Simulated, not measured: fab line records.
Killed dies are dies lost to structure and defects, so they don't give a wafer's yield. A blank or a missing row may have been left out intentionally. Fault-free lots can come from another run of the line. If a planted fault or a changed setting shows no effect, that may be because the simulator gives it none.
fab line records -- flow berkeley_cmos170 -- part 1 of 2: steps 1 to 30 of 43
record: lots: 5, wafers: 15, last_day: 11
route steps=331 shown V1@261 M2@271 V2@292
lots that met no fault: taken from a fault-free run of the same line
start_h: hours from the record's first day to the start of the lot's first wafer shown -- wait_h: hours since the lot's step before -- " identical to the entry in the row above -- L1.1+2: several wafers, shown together as one row -- - no value present, or no start provided -- * or withheld: withheld -- < > ~ a bound
route shown NAME@n: NAME is a module with steps in the file, n the number in the route of the first one -- usual: mean/standard deviation taken from wafers without a fault -- same: alike in all rows -- chamber/n: place in a boat -- sites: each site's reading -- _std_site: standard deviation of those values -- _edge_site: inner sites' mean taken away from outer sites' mean -- radius_mm: how far each site lies from the wafer's centre -- mask NAME#n: copy n -- behind: the last tool/chamber to shape the wafer -- hold: reason for holding the lot/hours on hold/outcome of the hold -- device: the n, p or np transistor that did not switch -- end of line: at the end of the route, the tests of the same wafers -- a step with no rows: only its recipe -- killed: dies that structure and defects cost at the first sort, which is not the same as the wafer's yield -- map: shows each die of a wafer: x if killed, . if not, _ if none is there
set.NAME: the run value of the setting; set.NAME@STEP: its run value at that earlier step -- model.NAME: the simulator's own value behind a step, which no gauge read
certain route steps with their lots: each step a table, each wafer a row
services: when a tool's chamber went out of use (start_h, in hours from the record's first day, below 0 if earlier), for how many hours, and the reason
== steps ==
step: UCB170_V1_COAT_07
recipe: resist: KrF, spin_rpm: 1500, resist_thk_nm: 900
lot.wafer,tool,chamber,start_h,wait_h
L075.1+5+6,litho_track-04,0,175.44,0.1
L080.1+3+4,litho_track-04,0,200.14,0.1
L079.2+4+6,litho_track-03,0,201.58,0.1
L092.2+3+6,litho_track-03,0,257.46,0.1
L093.3+5+6,litho_track-02,0,259.00,0.1
step: UCB170_V1_SOFTBAKE_08
recipe: resist: KrF, temp_c: 130, time_s: 60
lot.wafer,tool,chamber,start_h,wait_h
L075.1+5+6,litho_track-04,0,175.59,0.1
L080.1+3+4,litho_track-04,0,200.29,0.1
L079.2+4+6,litho_track-03,0,201.73,0.1
L092.2+3+6,litho_track-03,0,257.61,0.1
L093.3+5+6,litho_track-02,0,259.15,0.1
step: UCB170_V1_EXPOSE_09
recipe: mask_id: VIA1, target_cd_nm: 700, na: 0.5, sigma_outer: 0.6, source_shape: conventional, dose_mj: 37
lot.wafer,tool,chamber,start_h,wait_h,mask
L075.1+5+6,krf_scanner-02,0,175.76,0.1,VIA1#0
L080.1+3+4,krf_scanner-02,0,200.44,0.1,VIA1#0
L079.2+4+6,krf_scanner-02,0,201.87,0.1,VIA1#0
L092.2+3+6,krf_scanner-01,0,257.88,0.2,VIA1#0
L093.3+5+6,krf_scanner-01,0,259.28,0.1,VIA1#0
step: UCB170_V1_PEB_10
recipe: peb_temp_c: 130, peb_time_s: withheld, resist: KrF
lot.wafer,tool,chamber,start_h,wait_h
L075.1+5+6,litho_track-03,0,176.39,0.6
L080.1+3+4,litho_track-02,0,200.56,0.1
L079.2+4+6,litho_track-03,0,201.99,0.1
L092.2+3+6,litho_track-02,0,258.00,0.1
L093.3+5+6,litho_track-02,0,259.41,0.1
step: UCB170_V1_DEVELOP_11
recipe: developer: TMAH, develop_time_s: 45, resist: KrF, dev_temp_c: 21
lot.wafer,tool,chamber,start_h,wait_h
L075.1+5+6,litho_track-03,0,-,-
L080.1+3+4,litho_track-02,0,-,-
L079.2+4+6,litho_track-03,0,-,-
L092.2+3+6,litho_track-02,0,-,-
L093.3+5+6,litho_track-02,0,-,-
step: UCB170_V1_CD_MEAS_12
recipe: target_cd_nm: 700
usual: cd_nm: 699.9/1.4
lot.wafer,tool,chamber,start_h,wait_h,cd_nm
L075.1,cd_sem-02,-,176.75,-,698.5
L075.5,cd_sem-02,-,176.75,-,699.2
L075.6,cd_sem-02,-,176.75,-,697.8
L080.1,cd_sem-02,-,200.83,-,701.3
L080.3,cd_sem-02,-,200.83,-,702.4
L080.4,cd_sem-02,-,200.83,-,700.4
L079.2,cd_sem-02,-,202.26,-,700.0
L079.4,cd_sem-02,-,202.26,-,700.3
L079.6,cd_sem-02,-,202.26,-,700.7
L092.2,cd_sem-02,-,258.27,-,698.4
L092.3,cd_sem-02,-,258.27,-,698.6
L092.6,cd_sem-02,-,258.27,-,697.3
L093.3,cd_sem-02,-,259.68,-,700.6
L093.5,cd_sem-02,-,259.68,-,700.7
L093.6,cd_sem-02,-,259.68,-,701.0
step: UCB170_V1_OVL_MEAS_13
usual: V1_OVL: 0/5.8
lot.wafer,tool,chamber,start_h,wait_h,V1_OVL[nm]
L075.1,overlay-02,-,176.87,0.1,6
L075.5,overlay-02,-,176.87,0.1,1
L075.6,overlay-02,-,176.87,0.1,-1
L080.1,overlay-02,-,200.95,0.1,-1
L080.3,overlay-02,-,200.95,0.1,7
L080.4,overlay-02,-,200.95,0.1,3
L079.2,overlay-02,-,202.37,0.1,2
L079.4,overlay-02,-,202.37,0.1,4
L079.6,overlay-02,-,202.37,0.1,1
L092.2,overlay-02,-,258.38,0.1,-5
L092.3,overlay-02,-,258.38,0.1,5
L092.6,overlay-02,-,258.38,0.1,0
L093.3,overlay-01,-,259.77,0.1,15
L093.5,overlay-01,-,259.77,0.1,5
L093.6,overlay-01,-,259.77,0.1,3
step: UCB170_V1_ETCH_14
recipe: chemistry: CHF3/CF4/Ar, target: SiO2, stop_on: Al, CHF3_flow_sccm: 45, cf4_flow_sccm: 15, Ar_flow_sccm: 150, pressure_mtorr: 200, rf_w: 700, target_depth_a: 12500, over_etch_frac: 0.25, time_s: 291
usual: CHF3_flow_sccm: 45.03/0.14, drypump_motor_current_A: 5.5/0.44, oes_product_au: 0.877/0.013, rf_fwd_power_W: 698.2/1.9, throttle_valve_pct: 6.93/0.13
lot.wafer,tool,chamber,start_h,wait_h,CHF3_flow_sccm,drypump_motor_current_A,oes_product_au,rf_fwd_power_W,rf_hours_counter_h,throttle_valve_pct
L075.1,rie_diel-04,1,176.91,0.0,45.24,5.3,0.876,694.9,79,6.80
L075.5,rie_diel-04,2,176.91,0.0,45.36,5.1,0.878,696.3,-,6.94
L075.6,rie_diel-04,3,176.91,0.0,45.28,6.1,0.865,695.1,-,6.71
L080.1,rie_diel-04,1,200.99,0.0,44.71,5.3,0.890,697.5,80,6.77
L080.3,rie_diel-04,0,200.99,0.0,45.00,6.2,0.863,693.8,18,7.09
L080.4,rie_diel-04,2,200.99,0.0,45.14,5.2,0.883,695.1,113,6.94
L079.2,rie_diel-03,3,202.40,0.0,45.14,5.7,0.869,696.6,11,6.79
L079.4,rie_diel-03,0,202.40,0.0,45.09,5.3,0.893,698.3,36,7.03
L079.6,rie_diel-03,1,202.40,0.0,44.93,5.1,0.875,696.3,-,6.91
L092.2,rie_diel-04,3,258.41,0.0,45.21,6.1,0.865,694.8,91,6.73
L092.3,rie_diel-04,1,258.41,0.0,45.01,5.3,0.883,700.7,82,6.79
L092.6,rie_diel-04,1,258.41,0.0,45.00,5.3,0.879,696.8,-,6.79
L093.3,rie_diel-01,3,259.79,0.0,45.16,6.0,0.859,696.8,85,7.04
L093.5,rie_diel-01,0,259.79,0.0,44.81,5.4,0.895,698.6,-,7.11
L093.6,rie_diel-01,3,259.79,0.0,45.07,6.1,0.865,696.4,-,7.05
step: UCB170_V1_STRIP_15
recipe: chemistry: O2, power_w: 400, pressure_mtorr: 3500, platen_temp_c: withheld, o2_flow_sccm: 400, overash_fraction: 0.5
usual: drypump_motor_current_A: 5.6/0.66, oes_product_au: 0.722/0.0044, strip_time_to_endpoint_s: 15.30/0.091
lot.wafer,tool,chamber,start_h,wait_h,drypump_motor_current_A,oes_product_au,rf_hours_counter_h,strip_time_to_endpoint_s
L075.1,plasma_asher-01,0,177.08,0.1,4.8,0.722,39,15.40
L075.5,plasma_asher-01,1,177.08,0.1,5.5,0.719,-,15.23
L075.6,plasma_asher-01,0,177.08,0.1,4.8,0.713,-,15.09
L080.1,plasma_asher-03,1,201.17,0.1,6.1,0.733,49,15.36
L080.3,plasma_asher-03,1,201.17,0.1,6.1,0.722,-,15.34
L080.4,plasma_asher-03,0,201.17,0.1,5.0,0.724,-,15.32
L079.2,plasma_asher-03,0,202.58,0.1,5.0,0.719,49,15.17
L079.4,plasma_asher-03,0,202.58,0.1,5.0,0.729,-,15.03
L079.6,plasma_asher-03,0,202.58,0.1,4.9,0.715,-,15.28
L092.2,plasma_asher-04,0,258.58,0.1,6.6,0.717,17,15.24
L092.3,plasma_asher-04,0,258.58,0.1,6.7,0.724,-,15.27
L092.6,plasma_asher-04,0,258.58,0.1,6.7,0.720,-,15.36
L093.3,plasma_asher-04,0,260.00,0.1,6.6,0.727,-,15.35
L093.5,plasma_asher-04,0,260.00,0.1,6.7,0.723,-,15.31
L093.6,plasma_asher-04,1,260.00,0.1,6.0,0.720,-,15.28
step: UCB170_V1_CD_MEAS_90
recipe: target_cd_nm: 700
usual: cd_nm: 699.8/1.6
lot.wafer,tool,chamber,start_h,wait_h,cd_nm
L075.1,cd_sem-01,-,177.18,0.1,698.4
L075.5,cd_sem-01,-,177.18,0.1,699.3
L075.6,cd_sem-01,-,177.18,0.1,697.2
L080.1,cd_sem-01,-,201.27,0.1,700.5
L080.3,cd_sem-01,-,201.27,0.1,702.4
L080.4,cd_sem-01,-,201.27,0.1,700.2
L079.2,cd_sem-02,-,202.70,0.1,699.5
L079.4,cd_sem-02,-,202.70,0.1,699.8
L079.6,cd_sem-02,-,202.70,0.1,700.0
L092.2,cd_sem-01,-,258.70,0.1,698.7
L092.3,cd_sem-01,-,258.70,0.1,698.7
L092.6,cd_sem-01,-,258.70,0.1,697.1
L093.3,cd_sem-02,-,260.11,0.1,700.8
L093.5,cd_sem-02,-,260.11,0.1,701.4
L093.6,cd_sem-02,-,260.11,0.1,701.5
step: UCB170_M2_PRE_CLEAN_00
recipe: gas: Ar, preclean_etch_time_s: 60
lot.wafer,tool,chamber,start_h,wait_h
L075.1+5+6,pvd_sputter-03,-,177.30,0.1
L080.1+3+4,pvd_sputter-03,-,201.39,0.1
L079.2+4+6,pvd_sputter-02,-,202.80,0.1
L092.2+3+6,pvd_sputter-04,-,258.80,0.1
L093.3+5+6,pvd_sputter-03,-,260.19,0.1
step: UCB170_M2_SPUTTER_01
recipe: material: Al, target_thk_nm: 900, time_s: 120, power_w: 6000, chamber_pressure_pa: 0.5
usual: throttle_valve_pct: 29.9/1.4
lot.wafer,tool,chamber,start_h,wait_h,throttle_valve_pct
L075.1,pvd_sputter-03,-,177.37,0.0,29.3
L075.5,pvd_sputter-03,-,177.37,0.0,29.2
L075.6,pvd_sputter-03,-,177.37,0.0,30.7
L080.1,pvd_sputter-03,-,201.46,0.0,27.6
L080.3,pvd_sputter-03,-,201.46,0.0,30.5
L080.4,pvd_sputter-03,-,201.46,0.0,32.8
L079.2,pvd_sputter-02,-,202.86,0.0,30.2
L079.4,pvd_sputter-02,-,202.86,0.0,31.1
L079.6,pvd_sputter-02,-,202.86,0.0,31.0
L092.2,pvd_sputter-04,-,258.87,0.0,30.7
L092.3,pvd_sputter-04,-,258.87,0.0,28.5
L092.6,pvd_sputter-04,-,258.87,0.0,30.3
L093.3,pvd_sputter-03,-,260.26,0.0,33.0
L093.5,pvd_sputter-03,-,260.26,0.0,30.5
L093.6,pvd_sputter-03,-,260.26,0.0,29.2
step: UCB170_M2_RS_MEAS_02
recipe: thk_meas_gauge: four-point-probe, reads: Al_of_M2_SPUTTER_01
usual: M2_AL_RS: 0.0322/0.00034
lot.wafer,tool,chamber,start_h,wait_h,M2_AL_RS[ohm/sq]
L075.1,film_metro-04,-,177.45,0.0,0.0328
L075.5,film_metro-04,-,177.45,0.0,0.0330
L075.6,film_metro-04,-,177.45,0.0,0.0329
L080.1,film_metro-04,-,201.54,0.0,0.0328
L080.3,film_metro-04,-,201.54,0.0,0.0329
L080.4,film_metro-04,-,201.54,0.0,0.0330
L079.2,film_metro-01,-,202.97,0.1,0.0323
L079.4,film_metro-01,-,202.97,0.1,0.0322
L079.6,film_metro-01,-,202.97,0.1,0.0324
L092.2,film_metro-01,-,258.97,0.1,0.0324
L092.3,film_metro-01,-,258.97,0.1,0.0326
L092.6,film_metro-01,-,258.97,0.1,0.0324
L093.3,film_metro-02,-,260.38,0.1,0.0324
L093.5,film_metro-02,-,260.38,0.1,0.0321
L093.6,film_metro-02,-,260.38,0.1,0.0322
step: UCB170_M2_THK_MEAS_03
recipe: thk_meas_gauge: xrf, reads: Al_of_M2_SPUTTER_01
usual: M2_AL_THK: 908/14
lot.wafer,tool,chamber,start_h,wait_h,M2_AL_THK[nm]
L075.1,film_metro-04,-,177.57,0.1,883
L075.5,film_metro-04,-,177.57,0.1,874
L075.6,film_metro-04,-,177.57,0.1,876
L080.1,film_metro-04,-,201.66,0.1,885
L080.3,film_metro-04,-,201.66,0.1,882
L080.4,film_metro-04,-,201.66,0.1,877
L079.2,film_metro-01,-,203.08,0.1,911
L079.4,film_metro-01,-,203.08,0.1,907
L079.6,film_metro-01,-,203.08,0.1,907
L092.2,film_metro-01,-,259.08,0.1,917
L092.3,film_metro-01,-,259.08,0.1,910
L092.6,film_metro-01,-,259.08,0.1,911
L093.3,film_metro-02,-,260.48,0.1,905
L093.5,film_metro-02,-,260.48,0.1,917
L093.6,film_metro-02,-,260.48,0.1,918
step: UCB170_M2_HMDS_04
recipe: prime_time_s: 60, prime_temp_c: 100
lot.wafer,tool,chamber,start_h,wait_h
L075.1+5+6,litho_track-01,0,178.86,1.3
L080.1+3+4,litho_track-04,0,201.72,0.1
L079.2+4+6,litho_track-03,0,203.15,0.1
L092.2+3+6,litho_track-03,0,259.16,0.1
L093.3+5+6,litho_track-03,0,260.57,0.1
step: UCB170_M2_COAT_05
recipe: resist: KrF, spin_rpm: 1500, resist_thk_nm: 900
lot.wafer,tool,chamber,start_h,wait_h
L075.1+5+6,litho_track-01,0,179.01,0.1
L080.1+3+4,litho_track-04,0,201.87,0.1
L079.2+4+6,litho_track-03,0,203.30,0.1
L092.2+3+6,litho_track-03,0,259.31,0.1
L093.3+5+6,litho_track-03,0,260.72,0.1
step: UCB170_M2_SOFTBAKE_06
recipe: resist: KrF, temp_c: 130, time_s: 60
lot.wafer,tool,chamber,start_h,wait_h
L075.1+5+6,litho_track-01,0,179.16,0.1
L080.1+3+4,litho_track-04,0,202.02,0.1
L079.2+4+6,litho_track-03,0,203.45,0.1
L092.2+3+6,litho_track-03,0,259.46,0.1
L093.3+5+6,litho_track-03,0,260.87,0.1
step: UCB170_M2_STRIP_07
recipe: chemistry: O2, power_w: 400, pressure_mtorr: 3500, platen_temp_c: withheld, o2_flow_sccm: 400, overash_fraction: 0.5
usual: drypump_motor_current_A: 5.3/0.48, oes_product_au: 0.734/0.0049, strip_time_to_endpoint_s: 21.97/0.064
lot.wafer,tool,chamber,start_h,wait_h,drypump_motor_current_A,oes_product_au,rf_hours_counter_h,strip_time_to_endpoint_s
L075.1,plasma_asher-01,1,179.31,0.1,5.4,0.742,40,21.93
L075.5,plasma_asher-01,0,179.31,0.1,4.8,0.734,-,21.93
L075.6,plasma_asher-01,1,179.31,0.1,5.5,0.734,-,21.92
L080.1,plasma_asher-01,1,202.17,0.1,5.5,0.731,43,21.93
L080.3,plasma_asher-01,1,202.17,0.1,5.5,0.744,-,21.87
L080.4,plasma_asher-01,0,202.17,0.1,4.7,0.739,-,21.99
L079.2,plasma_asher-02,1,203.58,0.1,5.8,0.735,50,21.89
L079.4,plasma_asher-02,1,203.58,0.1,5.8,0.726,-,21.88
L079.6,plasma_asher-02,1,203.58,0.1,5.8,0.743,-,21.89
L092.2,plasma_asher-02,0,259.58,0.1,5.1,0.740,57,21.95
L092.3,plasma_asher-02,0,259.58,0.1,5.1,0.743,-,21.94
L092.6,plasma_asher-02,0,259.58,0.1,5.1,0.734,-,22.01
L093.3,plasma_asher-03,0,261.00,0.1,5.0,0.731,-,21.95
L093.5,plasma_asher-03,0,261.00,0.1,5.0,0.737,-,22.00
L093.6,plasma_asher-03,1,261.00,0.1,6.1,0.732,-,21.98
step: UCB170_M2_STRIP_08
recipe: chemistry: DMSO, temp_c: 80, time_s: 600, material: KrF
lot.wafer,tool,chamber,start_h,wait_h
L075.1+5+6,wet_bench-01,2,179.64,0.3
L079.2+4+6,wet_bench-01,3,204.43,0.8
L080.1+3+4,wet_bench-01,3,204.43,2.2
L092.2+3+6,wet_bench-01,1,259.68,0.1
L093.3+5+6,wet_bench-01,0,261.07,0.0
step: UCB170_M2_COAT_09
recipe: resist: BARC, temp_c: withheld, time_s: withheld, spin_rpm: 3000, resist_thk_nm: withheld
lot.wafer,tool,chamber,start_h,wait_h
L075.1+5+6,litho_track-04,0,180.54,0.7
L080.1+3+4,litho_track-01,0,204.60,0.0
L079.2+4+6,litho_track-03,0,204.71,0.1
L092.2+3+6,litho_track-01,0,259.90,0.0
L093.3+5+6,litho_track-03,0,261.31,0.1
step: UCB170_M2_COAT_10
recipe: resist: KrF, spin_rpm: 1500, resist_thk_nm: 900
lot.wafer,tool,chamber,start_h,wait_h
L075.1+5+6,litho_track-04,0,-,-
L080.1+3+4,litho_track-01,0,-,-
L079.2+4+6,litho_track-03,0,-,-
L092.2+3+6,litho_track-01,0,-,-
L093.3+5+6,litho_track-03,0,-,-
step: UCB170_M2_SOFTBAKE_11
recipe: resist: KrF, temp_c: 130, time_s: 60
lot.wafer,tool,chamber,start_h,wait_h
L075.1+5+6,litho_track-04,0,-,-
L080.1+3+4,litho_track-01,0,-,-
L079.2+4+6,litho_track-03,0,-,-
L092.2+3+6,litho_track-01,0,-,-
L093.3+5+6,litho_track-03,0,-,-
step: UCB170_M2_EXPOSE_12
recipe: mask_id: METAL2, target_cd_nm: 700, na: 0.5, sigma_outer: 0.6, source_shape: conventional, dose_mj: 26
lot.wafer,tool,chamber,start_h,wait_h,mask
L075.1+5+6,krf_scanner-01,0,-,-,METAL2#0
L080.1+3+4,krf_scanner-02,0,205.05,-,METAL2#0
L079.2+4+6,krf_scanner-01,0,205.41,-,METAL2#0
L092.2+3+6,krf_scanner-01,0,260.47,-,METAL2#0
L093.3+5+6,krf_scanner-01,0,261.75,-,METAL2#0
step: UCB170_M2_PEB_13
recipe: peb_temp_c: 130, peb_time_s: withheld, resist: KrF
lot.wafer,tool,chamber,start_h,wait_h
L075.1+5+6,litho_track-04,0,-,-
L080.1+3+4,litho_track-01,0,205.17,0.1
L079.2+4+6,litho_track-01,0,205.74,0.3
L092.2+3+6,litho_track-04,0,260.59,0.1
L093.3+5+6,litho_track-03,0,261.88,0.1
step: UCB170_M2_DEVELOP_14
recipe: developer: TMAH, develop_time_s: 45, resist: KrF, dev_temp_c: 21
lot.wafer,tool,chamber,start_h,wait_h
L075.1+5+6,litho_track-04,0,-,-
L080.1+3+4,litho_track-01,0,-,-
L079.2+4+6,litho_track-01,0,-,-
L092.2+3+6,litho_track-04,0,-,-
L093.3+5+6,litho_track-03,0,-,-
step: UCB170_M2_CD_MEAS_15
recipe: target_cd_nm: 700
usual: cd_nm: 699.8/1.1
lot.wafer,tool,chamber,start_h,wait_h,cd_nm
L075.1,cd_sem-01,-,182.66,-,700.2
L075.5,cd_sem-01,-,182.66,-,699.8
L075.6,cd_sem-01,-,182.66,-,699.9
L080.1,cd_sem-01,-,205.44,-,699.9
L080.3,cd_sem-01,-,205.44,-,700.1
L080.4,cd_sem-01,-,205.44,-,699.6
L079.2,cd_sem-01,-,206.01,-,700.2
L079.4,cd_sem-01,-,206.01,-,699.8
L079.6,cd_sem-01,-,206.01,-,699.9
L092.2,cd_sem-02,-,260.86,-,699.2
L092.3,cd_sem-02,-,260.86,-,699.1
L092.6,cd_sem-02,-,260.86,-,699.0
L093.3,cd_sem-02,-,262.14,-,700.7
L093.5,cd_sem-02,-,262.14,-,702.0
L093.6,cd_sem-02,-,262.14,-,700.1
step: UCB170_M2_OVL_MEAS_16
usual: M2_OVL: 5/5
lot.wafer,tool,chamber,start_h,wait_h,M2_OVL[nm]
L075.1,overlay-01,-,182.78,0.1,10
L075.5,overlay-01,-,182.78,0.1,10
L075.6,overlay-01,-,182.78,0.1,4
L080.1,overlay-01,-,205.56,0.1,3
L080.3,overlay-01,-,205.56,0.1,4
L080.4,overlay-01,-,205.56,0.1,6
L079.2,overlay-01,-,206.12,0.1,4
L079.4,overlay-01,-,206.12,0.1,2
L079.6,overlay-01,-,206.12,0.1,1
L092.2,overlay-01,-,260.97,0.1,2
L092.3,overlay-01,-,260.97,0.1,3
L092.6,overlay-01,-,260.97,0.1,8
L093.3,overlay-02,-,262.24,0.1,2
L093.5,overlay-02,-,262.24,0.1,9
L093.6,overlay-02,-,262.24,0.1,7
step: UCB170_M2_ETCH_17
recipe: chemistry: N2/H2, target_depth_a: withheld, overetch_a: withheld, target: BARC, time_s: withheld, source_w: 500, bias_w: 100, pressure_mtorr: 30, n2_flow_sccm: 100, h2_flow_sccm: 200
usual: drypump_motor_current_A: 5.5/0.48, n2_flow_sccm: 100.00/0.3, oes_product_au: 1.001/0.016, rf_fwd_power_W: 493.8/2.6, throttle_valve_pct: 13.24/0.16
lot.wafer,tool,chamber,start_h,wait_h,drypump_motor_current_A,n2_flow_sccm,oes_product_au,rf_fwd_power_W,throttle_valve_pct
L075.1,rie_diel-04,3,182.82,0.0,6.1,100.14,1.009,492.3,12.90
L075.5,rie_diel-04,3,182.82,0.0,6.1,99.84,1.004,492.0,12.91
L075.6,rie_diel-04,0,182.82,0.0,6.2,100.17,0.986,488.7,13.51
L080.1,rie_diel-03,3,205.60,0.0,5.7,100.02,0.994,495.5,13.07
L080.3,rie_diel-03,0,205.60,0.0,5.3,99.85,1.031,492.4,13.43
L080.4,rie_diel-03,2,205.60,0.0,4.6,99.54,1.005,493.8,13.25
L079.2,rie_diel-04,2,206.15,0.0,5.2,99.87,1.001,488.9,13.26
L079.4,rie_diel-04,0,206.15,0.0,6.2,99.84,0.982,492.0,13.53
L079.6,rie_diel-04,1,206.15,0.0,5.2,100.12,0.989,494.3,13.06
L092.2,rie_diel-02,1,261.00,0.0,5.9,99.60,0.977,494.9,13.27
L092.3,rie_diel-02,0,261.00,0.0,4.8,100.04,0.977,492.2,13.36
L092.6,rie_diel-02,1,261.00,0.0,5.9,99.95,0.991,493.4,13.28
L093.3,rie_diel-03,2,262.26,0.0,4.7,99.42,1.022,495.6,13.26
L093.5,rie_diel-03,0,262.26,0.0,5.3,99.40,1.046,493.8,13.40
L093.6,rie_diel-03,1,262.26,0.0,5.1,99.81,0.997,496.6,13.30
step: UCB170_M2_METAL_ETCH_18
recipe: chemistry: Cl2/BCl3, target: Al, stop_on: SiO2, pressure_mtorr: 12, target_depth_a: 11700, over_etch_frac: 0.3, time_s: 195, icp_w: 600, bias_w: 120, Cl2_flow_sccm: 90, bcl3_flow_sccm: 45
usual: drypump_motor_current_A: 5.6/0.58, oes_product_au: 0.852/0.0085, rf_fwd_power_W: 598.2/1.8, throttle_valve_pct: 24.35/0.2
lot.wafer,tool,chamber,start_h,wait_h,drypump_motor_current_A,oes_product_au,rf_fwd_power_W,rf_hours_counter_h,throttle_valve_pct
L075.1,rie_metal-01,0,182.86,-,5.1,0.852,597.3,4.3,24.05
L075.5,rie_metal-01,0,182.86,-,5.1,0.856,599.0,-,24.03
L075.6,rie_metal-01,1,182.86,-,5.1,0.840,599.1,-,24.50
L080.1,rie_metal-02,0,205.64,-,5.9,0.849,598.0,1.4,24.25
L080.3,rie_metal-02,0,205.64,-,5.9,0.849,594.9,-,24.26
L080.4,rie_metal-02,1,205.64,-,5.9,0.842,599.1,-,24.28
L079.2,rie_metal-01,0,206.19,-,5.1,0.860,599.8,5.3,24.05
L079.4,rie_metal-01,0,206.19,-,5.1,0.859,598.3,-,24.05
L079.6,rie_metal-01,1,206.19,-,5.1,0.846,598.1,-,24.50
L092.2,rie_metal-03,0,261.04,-,4.7,0.845,598.4,7.3,24.70
L092.3,rie_metal-03,1,261.04,-,6.5,0.840,600.1,-,24.46
L092.6,rie_metal-03,0,261.04,-,4.7,0.855,597.0,-,24.69
L093.3,rie_metal-02,0,262.36,-,6.0,0.849,599.7,-,24.24
L093.5,rie_metal-02,1,262.36,-,5.9,0.840,598.5,-,24.26
L093.6,rie_metal-02,0,262.36,-,5.9,0.855,598.1,-,24.25
step: UCB170_M2_STRIP_19
recipe: chemistry: O2, power_w: 400, pressure_mtorr: 3500, platen_temp_c: withheld, o2_flow_sccm: 400, overash_fraction: 0.5
usual: drypump_motor_current_A: 5.4/0.47, oes_product_au: 0.538/0.009
lot.wafer,tool,chamber,start_h,wait_h,drypump_motor_current_A,oes_product_au,rf_hours_counter_h
L075.1,plasma_asher-02,0,183.05,0.1,5.1,0.538,47
L075.5,plasma_asher-02,0,183.05,0.1,5.1,0.535,-
L075.6,plasma_asher-02,1,183.05,0.1,5.9,0.525,-
L080.1,plasma_asher-01,1,205.83,0.1,5.4,0.533,43
L080.3,plasma_asher-01,1,205.83,0.1,5.5,0.544,-
L080.4,plasma_asher-01,0,205.83,0.1,4.8,0.540,-
L079.2,plasma_asher-03,1,206.38,0.1,6.2,0.538,50
L079.4,plasma_asher-03,0,206.38,0.1,5.0,0.543,-
L079.6,plasma_asher-03,0,206.38,0.1,5.0,0.523,-
L092.2,plasma_asher-02,1,261.23,0.1,5.8,0.537,57
L092.3,plasma_asher-02,1,261.23,0.1,5.9,0.537,-
L092.6,plasma_asher-02,1,261.23,0.1,5.8,0.546,-
L093.3,plasma_asher-03,1,262.52,0.1,6.1,0.543,-
L093.5,plasma_asher-03,0,262.52,0.1,5.0,0.553,-
L093.6,plasma_asher-03,1,262.52,0.1,6.1,0.533,-
